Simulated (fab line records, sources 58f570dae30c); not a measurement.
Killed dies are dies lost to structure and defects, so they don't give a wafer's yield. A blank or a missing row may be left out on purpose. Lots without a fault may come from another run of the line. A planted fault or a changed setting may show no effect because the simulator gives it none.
Which tool did it? | flow berkeley_cmos170 | 14 lots, 42 wafers sampled, at 1 step of a route of 331

WHAT THE GAUGES READ, wafer by wafer
The record holds no reading of a measuring or inspecting step that can be judged against a usual standard deviation.

WHICH TOOL RAN EACH LOT (tool, then ch and the chambers of the sampled wafers, then the start)
lot  | UCB170_PWELL_PEB_11
L193 | litho_track-04 ch 0, day 3 02:32
L195 | litho_track-01 ch 0, day 3 09:29
L196 | litho_track-01, day 3 14:13
L197 | litho_track-01, day 3 21:01
L198 | litho_track-04 ch 0, day 3 21:16
L206 | litho_track-03 ch 0, day 5 18:56
L209 | litho_track-04 ch 0, day 6 08:46
L210 | litho_track-04 ch 0, day 6 18:13
L212 | litho_track-03 ch 0, day 7 04:01
L213 | litho_track-04 ch 0, day 7 04:16
L211 | litho_track-01 ch 0, day 7 04:19
L214 | litho_track-01 ch 0, day 7 14:07
L215 | litho_track-03 ch 0, day 7 14:13
L216 | litho_track-01 ch 0, day 7 20:43
- UCB170_PWELL_PEB_11

WHAT THE TOOLS THEMSELVES READ (means of the sampled wafers that have a number; where no wafer has one, the mark that the record gives instead)
UCB170_PWELL_PEB_11. Usual: chill_plate_temp_C 22.99 C, standard deviation 0.095; exhaust_pa 45.2 Pa, standard deviation 0.79; resist_line_temp_C 22.98 C, standard deviation 0.12.
lot  | tool           | chill_plate_temp_C (C) | exhaust_pa (Pa) | resist_line_temp_C (C) | flag
L193 | litho_track-04 | 22.93                  | 44.3            | 23.12                  |
L195 | litho_track-01 | 23.00                  | 44.2            | 22.82                  |
L196 | litho_track-01 | -                      | -               | -                      | OFF
L197 | litho_track-01 | -                      | -               | -                      | OFF
L198 | litho_track-04 | 23.11                  | 44.9            | 23.02                  |
L206 | litho_track-03 | 22.91                  | 44.8            | 22.87                  |
L209 | litho_track-04 | 23.04                  | 45.4            | 22.86                  |
L210 | litho_track-04 | 22.96                  | 45.5            | 22.98                  |
L212 | litho_track-03 | 22.99                  | 45.3            | 23.00                  |
L213 | litho_track-04 | 23.08                  | 45.2            | 23.01                  |
L211 | litho_track-01 | 23.07                  | 45.3            | 23.11                  |
L214 | litho_track-01 | 23.07                  | 45.0            | 22.84                  |
L215 | litho_track-03 | 22.97                  | 44.9            | 22.91                  |
L216 | litho_track-01 | 23.13                  | 46.3            | 23.04                  |

THE ANSWER, worked out from the rows above alone
Rule: a lot is off if the mean of its wafers that have a number lies more than 3 standard deviations from the usual mean. A lot without any number at a reading at which 4 lots or more have one is off too. The other lots that the step has rows for count as sound. The gauges are gone through in route order, then the tools' own readings, and for those a lot's mean is taken as printed above. The first step at which some lot is off is used, and at that step the reading that is off furthest; a lot without a number counts as furthest.
Off: L196, L197, at UCB170_PWELL_PEB_11 (chill_plate_temp_C). Without a number there: L196, L197.
A tool fits if, at that step or a process step before it, it ran every lot that is off, and no sound lot after the first of them. None of those tried fits.

WHAT THE SIMULATOR HAD PUT IN
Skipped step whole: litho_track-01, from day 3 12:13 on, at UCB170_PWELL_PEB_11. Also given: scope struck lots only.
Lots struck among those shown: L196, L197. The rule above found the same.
